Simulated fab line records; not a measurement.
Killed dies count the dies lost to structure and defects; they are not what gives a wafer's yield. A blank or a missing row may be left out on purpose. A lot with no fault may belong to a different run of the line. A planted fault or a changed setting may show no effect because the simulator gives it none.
fab line records | flow ritCmos
record: lots: 5 | wafers: 15 | lastDay: 7
route steps=202 shown M1@186
lots that met no fault: from a run of the same line without faults
startH: hours from the record's first day to the start of the lot's first wafer shown | waitH: hours since the lot's step before | " unchanged from the row above | L1.1+2: several wafers, shown together as one row | - either no value or no given start | * or withheld: withheld | < > ~ a bound
route shown NAME@n: a module of which the file shows steps, and the number in the route of the first | usual: mean/standard deviation taken from wafers without a fault | same: alike in all rows | chamber/n: place in a boat | sites: each site's reading | _std_site: how widely they spread, as a standard deviation | _edge_site: mean of outer sites minus mean of inner sites | radiusMm: for every site, how far away it sits from the centre of the wafer | mask NAME#n: copy n | behind: the last tool/chamber to shape the wafer | hold: cause of the lot's hold/its duration in hours/its outcome | device: the n, p or np transistor that did not switch | end of line: tests run on the same wafers once the route is complete | a step without rows: its recipe alone | killed: not the wafer's yield, but the dies lost to structure and defects at the first sort | map: the dies of a wafer, with x for killed, . for not killed, _ for no die there
set.NAME: the setting as run; set.NAME@STEP: as run at that earlier step | model.NAME: the simulator's own value behind a step, which no gauge read
lots at selected steps of the route; one table per step, one row per wafer
services: when a tool's chamber went out of use (startH, in hours from the record's first day, below 0 if earlier), for how many hours, and the reason
== steps ==
step: RIT_M1_THK_MEAS_02
recipe: thkMeasGauge: xrf | reads: Al_of_M1_SPUTTER_00
usual: M1_AL_THK: 408/5
lot.wafer | tool         | chamber | startH | waitH | M1_AL_THK[nm]
L655.2    | filmMetro-04 | -       | 98.40  | 0.1   | 411
L655.4    | "            | -       | "      | "     | 408
L655.5    | "            | -       | "      | "     | 406
L658.1    | filmMetro-02 | -       | 118.22 | 0.1   | 404
L658.3    | "            | -       | "      | "     | 406
L658.5    | "            | -       | "      | "     | 404
L660.1    | filmMetro-03 | -       | 123.82 | 0.1   | 401
L660.2    | "            | -       | "      | "     | 403
L660.6    | "            | -       | "      | "     | 401
L668.1    | filmMetro-04 | -       | 163.57 | 0.1   | 412
L668.2    | "            | -       | "      | "     | 407
L668.5    | "            | -       | "      | "     | 408
L669.3    | filmMetro-02 | -       | 169.15 | 0.1   | 411
L669.4    | "            | -       | "      | "     | 412
L669.5    | "            | -       | "      | "     | 412
step: RIT_M1_HMDS_03
recipe: primeTimeS: 60 | primeTempC: 140
step: RIT_M1_COAT_04
recipe: resist: NOVOLAK | spinRpm: 2000 | resistThkNm: 1300
step: RIT_M1_SOFTBAKE_05
recipe: resist: NOVOLAK | tempC: 90 | timeS: 60
step: RIT_M1_EXPOSE_06
recipe: maskId: M12 | na: 0.6 | sourceShape: conventional | sigmaOuter: 0.5 | targetCdNm: 2600 | doseMj: 250
step: RIT_M1_PEB_07
recipe: resist: NOVOLAK | tempC: withheld | timeS: withheld
step: RIT_M1_DEVELOP_08
recipe: resist: NOVOLAK | developTimeS: 68 | devTempC: 23
step: RIT_M1_CD_MEAS_09
recipe: targetCdNm: 2600
usual: cdNm: 2600.8/2.1
lot.wafer | tool     | chamber | startH | waitH | cdNm
L655.2    | cdSem-02 | -       | 99.47  | -     | 2598.8
L655.4    | "        | -       | "      | "     | 2600.7
L655.5    | "        | -       | "      | "     | 2599.7
L658.1    | cdSem-02 | -       | 119.47 | -     | 2604.3
L658.3    | "        | -       | "      | "     | 2599.7
L658.5    | "        | -       | "      | "     | 2603.3
L660.1    | cdSem-02 | -       | 124.88 | -     | 2599.1
L660.2    | "        | -       | "      | "     | 2600.3
L660.6    | "        | -       | "      | "     | 2600.2
L668.1    | cdSem-01 | -       | 164.51 | -     | 2602.7
L668.2    | "        | -       | "      | "     | 2604.2
L668.5    | "        | -       | "      | "     | 2604.7
L669.3    | cdSem-01 | -       | 170.23 | -     | 2603.8
L669.4    | "        | -       | "      | "     | 2602.6
L669.5    | "        | -       | "      | "     | 2606.3
step: RIT_M1_OVL_MEAS_10
usual: M1_OVL: -0.5/1.5
lot.wafer | tool       | chamber | startH | waitH | M1_OVL[nm]
L655.2    | overlay-02 | -       | 99.58  | 0.1   | -1.0
L655.4    | "          | -       | "      | "     | -3.8
L655.5    | "          | -       | "      | "     | -1.9
L658.1    | overlay-01 | -       | 119.59 | 0.1   | -1.2
L658.3    | "          | -       | "      | "     | -1.4
L658.5    | "          | -       | "      | "     | -0.9
L660.1    | overlay-01 | -       | 125.00 | 0.1   | -3.0
L660.2    | "          | -       | "      | "     | -1.7
L660.6    | "          | -       | "      | "     | -2.5
L668.1    | overlay-01 | -       | 164.63 | 0.1   | -4.2
L668.2    | "          | -       | "      | "     | -1.9
L668.5    | "          | -       | "      | "     | -2.4
L669.3    | overlay-01 | -       | 170.32 | 0.1   | 0.3
L669.4    | "          | -       | "      | "     | -1.7
L669.5    | "          | -       | "      | "     | -0.8
step: RIT_M1_HARDBAKE_11
recipe: resist: NOVOLAK | tempC: 140 | timeS: 120
step: RIT_M1_METAL_ETCH_12
recipe: stopOn: SiO2 | chemistry: Cl2/BCl3 | target: Al | timeS: 165 | overEtchFrac: 0.5 | pressureMtorr: 100 | targetDepthA: 6000 | rfW: 250 | Cl2_flow_sccm: 60 | bcl3FlowSccm: 50
usual: drypumpMotorCurrentA: 5.6/0.51 | oesProductAu: 0.773/0.011 | throttleValvePct: 8.34/0.18
lot.wafer | tool        | chamber | startH | waitH | drypumpMotorCurrentA | oesProductAu | rfHoursCounterH | throttleValvePct
L655.2    | rieMetal-03 | 1       | 99.86  | 0.2   | 5.1                  | 0.758        | 33              | 8.28
L655.4    | "           | 1       | "      | "     | 5.2                  | 0.756        | -               | 8.28
L655.5    | "           | 0       | "      | "     | 6.4                  | 0.784        | -               | 8.05
L658.1    | rieMetal-03 | 1       | 119.88 | 0.2   | 5.1                  | 0.750        | 34              | 8.31
L658.3    | "           | 0       | "      | "     | 6.4                  | 0.778        | -               | 8.03
L658.5    | "           | 0       | "      | "     | 6.4                  | 0.789        | -               | 8.04
L660.1    | rieMetal-01 | 0       | 125.29 | 0.2   | 6.0                  | 0.766        | 3               | 8.49
L660.2    | "           | 0       | "      | "     | 6.0                  | 0.767        | -               | 8.49
L660.6    | "           | 0       | "      | "     | 6.0                  | 0.763        | -               | 8.47
L668.1    | rieMetal-01 | 0       | 164.92 | 0.2   | 6.0                  | 0.779        | 4               | 8.47
L668.2    | "           | 1       | "      | "     | 5.4                  | 0.777        | 3               | 8.44
L668.5    | "           | 1       | "      | "     | 5.4                  | 0.772        | -               | 8.46
L669.3    | rieMetal-02 | 0       | 170.77 | 0.2   | 4.9                  | 0.778        | -               | 8.18
L669.4    | "           | 1       | "      | "     | 5.7                  | 0.778        | -               | 8.54
L669.5    | "           | 0       | "      | "     | 4.9                  | 0.777        | -               | 8.19
step: RIT_M1_STRIP_13
recipe: chemistry: nmp | resist: NOVOLAK | tempC: 80 | timeS: 600 | dry: n2Spin
step: RIT_M1_STRIP_14
recipe: chemistry: O2 | timeS: 180 | platenTempC: withheld | powerW: 500 | pressureMtorr: 4000 | o2FlowSccm: 4000
usual: drypumpMotorCurrentA: 5.6/0.51 | o2FlowSccm: 3998/12 | runLengthS: 208.3/0.35
lot.wafer | tool           | chamber | startH | waitH | drypumpMotorCurrentA | o2FlowSccm | rfHoursCounterH | runLengthS
L655.2    | plasmaAsher-01 | 1       | 100.21 | 0.0   | 6.0                  | 4011       | 47              | 208.8
L655.4    | "              | 0       | "      | "     | 5.2                  | 3988       | -               | 186.4
L655.5    | "              | 1       | "      | "     | 5.9                  | 4016       | -               | 208.8
L658.1    | plasmaAsher-03 | 0       | 120.23 | 0.0   | 4.9                  | 3996       | 32              | 207.8
L658.3    | "              | 0       | "      | "     | 4.9                  | 4010       | -               | 207.8
L658.5    | "              | 0       | "      | "     | 4.9                  | 4003       | -               | 207.7
L660.1    | plasmaAsher-03 | 0       | 125.79 | 0.0   | 5.0                  | 3987       | 33              | 207.7
L660.2    | "              | 1       | "      | "     | 6.0                  | 4000       | 33              | 207.9
L660.6    | "              | 1       | "      | "     | 6.0                  | 4014       | -               | 208.2
L668.1    | plasmaAsher-01 | 0       | 165.26 | 0.0   | 5.2                  | 3981       | 55              | 208.1
L668.2    | "              | 1       | "      | "     | 6.0                  | 3996       | 55              | 208.5
L668.5    | "              | 0       | "      | "     | 5.2                  | 3999       | -               | 208.3
L669.3    | plasmaAsher-03 | 1       | 171.11 | 0.1   | 6.0                  | 4001       | -               | 207.9
L669.4    | "              | 0       | "      | "     | 4.9                  | 3995       | -               | 208.3
L669.5    | "              | 1       | "      | "     | 6.1                  | 4003       | -               | 208.1
step: RIT_M1_CD_MEAS_90
recipe: targetCdNm: 2600
usual: cdNm: 2602/3.4
lot.wafer | tool     | chamber | startH | waitH | cdNm
L655.2    | cdSem-01 | -       | 100.49 | 0.2   | 2604
L655.4    | "        | -       | "      | "     | 2606
L655.5    | "        | -       | "      | "     | 2597
L658.1    | cdSem-02 | -       | 120.41 | 0.1   | 2608
L658.3    | "        | -       | "      | "     | 2600
L658.5    | "        | -       | "      | "     | 2601
L660.1    | cdSem-02 | -       | 125.97 | 0.1   | 2602
L660.2    | "        | -       | "      | "     | 2603
L660.6    | "        | -       | "      | "     | 2603
L668.1    | cdSem-01 | -       | 165.43 | 0.1   | 2606
L668.2    | "        | -       | "      | "     | 2607
L668.5    | "        | -       | "      | "     | 2607
L669.3    | cdSem-01 | -       | 171.27 | 0.1   | 2600
L669.4    | "        | -       | "      | "     | 2607
L669.5    | "        | -       | "      | "     | 2604
step: RIT_M1_PROBE_99
usual: defectLimitedYield: 97.3/1.1 | killedAtFrontEnd: 7.1/3 | killedDies: 7.3/3 | killedOpen: 3.6/2 | killedShort: 3.5/1.9 | sort_bin_3_pad_short: 0.1/0.19 | sort_bin_5_function: 1.7/0.86 | sort_bin_6_memory: 1.0/0.72 | sortNPass: 256.7/3 | sortYieldPct: 97.2/1.1
same: grossDies: 264 | killed_at_M0_to_M3: 0 | killed_at_M4_up: 0 | killedAtBackSide: 0 | killedAtContacts: 0 | killedAtOther: 0
lot.wafer | tool      | chamber | startH | waitH | defectLimitedYield[%] | killedAtFrontEnd | killedDies | killedOpen | killedShort | sort_bin_3_pad_short[%] | sort_bin_5_function[%] | sort_bin_6_memory[%] | sortNPass | sortYieldPct[%]
L655.2    | prober-02 | -       | 102.26 | 0.1   | 97.3                  | 7                | 7          | 3          | 4           | 0.4                     | 2.3                    | 0                    | 257.0     | 97.3
L655.4    | prober-02 | -       | 102.36 | 0.2   | 97.7                  | 6                | 6          | 5          | 1           | 0                       | 1.9                    | 0.4                  | 258.0     | 97.7
L655.5    | prober-02 | -       | 102.41 | 0.2   | 97.3                  | 7                | 7          | 3          | 4           | 0                       | 0.8                    | 1.9                  | 257.0     | 97.3
L658.1    | prober-01 | -       | 122.15 | 0.1   | 97.7                  | 6                | 6          | 0          | 6           | 0.4                     | 1.5                    | 0.4                  | 258.0     | 97.7
L658.3    | prober-01 | -       | 122.25 | 0.2   | 98.9                  | 3                | 3          | 1          | 2           | 0                       | 0.4                    | 0.8                  | 261.0     | 98.9
L658.5    | prober-01 | -       | 122.35 | 0.2   | 99.2                  | 2                | 2          | 2          | 0           | 0                       | 0.4                    | 0.4                  | 262.0     | 99.2
L660.1    | prober-01 | -       | 128.67 | 0.1   | 97.3                  | 7                | 7          | 4          | 3           | 0                       | 1.9                    | 0.8                  | 257.0     | 97.3
L660.2    | prober-01 | -       | 128.72 | 0.1   | 96.6                  | 9                | 9          | 5          | 4           | 0                       | 2.7                    | 0.8                  | 255.0     | 96.6
L660.6    | prober-01 | -       | 128.92 | 0.2   | 97.0                  | 8                | 8          | 3          | 5           | 0                       | 1.9                    | 1.1                  | 256.0     | 97.0
L668.1    | prober-01 | -       | 167.17 | 0.1   | 95.1                  | 13               | 13         | 8          | 5           | 0                       | 2.3                    | 2.7                  | 251.0     | 95.1
L668.2    | prober-01 | -       | 167.22 | 0.1   | 98.9                  | 3                | 3          | 1          | 2           | 0                       | 0.8                    | 0.4                  | 261.0     | 98.9
L668.5    | prober-01 | -       | 167.37 | 0.2   | 98.9                  | 3                | 3          | 2          | 1           | 0                       | 0.4                    | 0.8                  | 261.0     | 98.9
L669.3    | prober-02 | -       | 173.07 | 0.2   | 96.2                  | 10               | 10         | 7          | 3           | 0                       | 2.7                    | 1.1                  | 254.0     | 96.2
L669.4    | prober-02 | -       | 173.12 | 0.2   | 98.1                  | 5                | 5          | 1          | 4           | 0                       | 1.9                    | 0                    | 259.0     | 98.1
L669.5    | prober-02 | -       | 173.17 | 0.2   | 95.5                  | 12               | 12         | 2          | 10          | 0                       | 2.3                    | 2.3                  | 252.0     | 95.5
killed by level:class
L655.2 GATE:geometricParticle:short=3 FOX2:geometricParticle:short=1 FOX2:geometricParticle:open=1 SILICIDE:geometricParticle:open=1 SPACER:geometricParticle:open=1
L655.4 SPACER:geometricParticle:open=4 FOX1:geometricParticle:open=1 GATE:geometricParticle:short=1
L655.5 FOX1:geometricParticle:short=2 GATE:geometricParticle:open=1 GATE:geometricParticle:short=1 SPACER:geometricParticle:open=1 SILICIDE:geometricParticle:open=1 SILICIDE:geometricParticle:short=1
L658.1 GATE:geometricParticle:short=3 REOX:geometricParticle:short=3
L658.3 FOX1:geometricParticle:short=1 GATE:geometricParticle:short=1 REOX:geometricParticle:open=1
L658.5 GATE:geometricParticle:open=1 SILICIDE:geometricParticle:open=1
L660.1 SPACER:geometricParticle:short=2 FOX1:geometricParticle:open=1 GATE:geometricParticle:short=1 GATE:geometricParticle:open=1 REOX:geometricParticle:open=1 SPACER:geometricParticle:open=1
L660.2 SPACER:geometricParticle:short=3 FOX2:geometricParticle:open=2 FOX1:geometricParticle:open=1 GATE:geometricParticle:short=1 REOX:geometricParticle:open=1 SPACER:geometricParticle:open=1
L660.6 SPACER:geometricParticle:open=3 SPACER:geometricParticle:short=2 FOX1:geometricParticle:short=1 FOX2:geometricParticle:short=1 GATE:geometricParticle:short=1
L668.1 SPACER:geometricParticle:open=4 SILICIDE:geometricParticle:open=3 SPACER:geometricParticle:short=2 FOX1:geometricParticle:short=1 GATE:geometricParticle:short=1 GATE:geometricParticle:open=1 REOX:geometricParticle:short=1
L668.2 SPACER:geometricParticle:short=2 SILICIDE:geometricParticle:open=1
L668.5 REOX:geometricParticle:short=1 REOX:geometricParticle:open=1 SPACER:geometricParticle:open=1
L669.3 REOX:geometricParticle:open=3 GATE:geometricParticle:open=2 FOX1:geometricParticle:short=1 REOX:geometricParticle:short=1 SPACER:geometricParticle:short=1 SPACER:geometricParticle:open=1 SILICIDE:geometricParticle:open=1
L669.4 SILICIDE:geometricParticle:short=2 FOX1:geometricParticle:open=1 GATE:geometricParticle:short=1 REOX:geometricParticle:short=1
L669.5 FOX1:geometricParticle:short=3 REOX:geometricParticle:short=3 FOX2:geometricParticle:short=2 FOX1:geometricParticle:open=1 GATE:geometricParticle:open=1 GATE:geometricParticle:short=1 SPACER:geometricParticle:short=1
== services ==
tool           | chamber | startH | hours | kind
plasmaAsher-03 | -       | 110.13 | 0.6   | repair
rieMetal-01    | 1       | 124.26 | 29.4  | repair
rieMetal-03    | -       | 136.12 | 20.0  | pm
rieMetal-03    | 0       | 136.12 | 20.0  | ventCycle
rieMetal-03    | 1       | 136.12 | 20.0  | ventCycle
rieMetal-03    | 0       | 156.12 | -     | clean
rieMetal-03    | 1       | 156.12 | -     | clean
== key ==
firstSign: step: RIT_M1_STRIP_14 | reading: runLengthS | direction: down | sigmas: 63 | usual: * | struck: *
effect none on later readings
metAt RIT_M1_STRIP_14
struckWafers L655.4
fault: kind: processParameterDrift | tool: plasmaAsher-01 | chamber: 0 | onsetH: 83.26 | steps: RIT_M1_STRIP_14 | channel: timeS | offset: * | shape: step | endH: 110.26 | actsIn: * | stated: *
